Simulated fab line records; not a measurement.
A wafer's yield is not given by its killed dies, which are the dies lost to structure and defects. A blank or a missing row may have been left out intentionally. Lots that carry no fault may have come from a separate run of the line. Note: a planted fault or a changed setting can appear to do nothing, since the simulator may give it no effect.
2 desks, one fault / flow berkeley-cmos170 / each desk holds nothing but its own numbers, with what lay behind them at the end

DESK OF THE TOOL OWNER: rie-metal-02
The tool's own readings at UCB170_M2_METAL_ETCH_18 (etches Al in Cl2/BCl3, stops on SiO2, target depth 1170 nm, time 195 s): means of the sampled wafers that have a number, for each lot that ran on this tool. If a lot's mean is further than 4 standard deviations from the usual mean, the lot is out of limits and carries the mark OUT (the distance appears in the brackets).
Columns: A = bcl3-flow-sccm at UCB170_M2_METAL_ETCH_18, usual 45.00 sccm; B = drypump-motor-current-A at UCB170_M2_METAL_ETCH_18, usual 5.8 A; C = oes-product-au at UCB170_M2_METAL_ETCH_18, usual 0.850 a.u.; D = rf-fwd-power-W at UCB170_M2_METAL_ETCH_18, usual 598.2 W; E = throttle-valve-pct at UCB170_M2_METAL_ETCH_18, usual 24.57 %
lot=L601; first seen here=day 9 03:35; A=45.10; B=5.5; C=0.856; D=598.0; E=24.61
lot=L599; first seen here=day 9 04:46; A=45.00; B=6.1; C=0.856; D=598.1; E=24.53
lot=L606; first seen here=day 10 01:32; A=44.90; B=5.6; C=0.858; D=598.3; E=24.63
lot=L616; first seen here=day 12 13:21; A=44.92; B=5.5; C=0.824; D=598.9; E=24.62
lot=L618; first seen here=day 13 01:34; A=44.94; B=5.6; C=0.830; D=600.4; E=24.61
This desk's finding: nothing out of limits on any of the 5 lots.

THE METROLOGY DESK
What the gauges read for every lot (on any tool): the sampled wafers with a number, averaged. If a lot's mean is further than 4 standard deviations from the usual mean, the lot is out of limits and carries the mark OUT (the distance appears in the brackets).
Columns: A = ACTIVE_NITRIDE_THK at UCB170_ACTIVE_THK_MEAS_06, usual 220.0 nm; B = cd-nm at UCB170_M2_CD_MEAS_15, usual 699.9 nm
lot=L597; first seen here=day 4 15:29; A=219.4; B=701.2
lot=L599; first seen here=day 5 02:40; A=219.2; B=697.5
lot=L598; first seen here=day 5 02:41; A=220.9; B=700.5
lot=L600; first seen here=day 5 02:43; A=221.4; B=697.4
lot=L601; first seen here=day 5 11:11; A=219.9; B=700.4
lot=L602; first seen here=day 5 11:11; A=220.1; B=699.5
lot=L603; first seen here=day 6 08:52; A=219.4; B=700.4
lot=L606; first seen here=day 6 08:52; A=220.2; B=699.6
lot=L607; first seen here=day 6 16:03; A=217.9; B=699.6
lot=L609; first seen here=day 6 16:03; A=221.6; B=700.2
lot=L608; first seen here=day 6 16:07; A=220.9; B=699.6
lot=L610; first seen here=day 6 23:12; A=221.8; B=700.4
lot=L616; first seen here=day 8 16:09; A=219.8; B=699.6
lot=L618; first seen here=day 9 02:29; A=222.9; B=700.4
This desk's finding: nothing out of limits on any of the 14 lots.

TAKEN TOGETHER
Nothing out of limits was seen by the tool owner's desk.
From the metrology desk's view, nothing was out of limits.

WHAT THE SIMULATOR PUT IN
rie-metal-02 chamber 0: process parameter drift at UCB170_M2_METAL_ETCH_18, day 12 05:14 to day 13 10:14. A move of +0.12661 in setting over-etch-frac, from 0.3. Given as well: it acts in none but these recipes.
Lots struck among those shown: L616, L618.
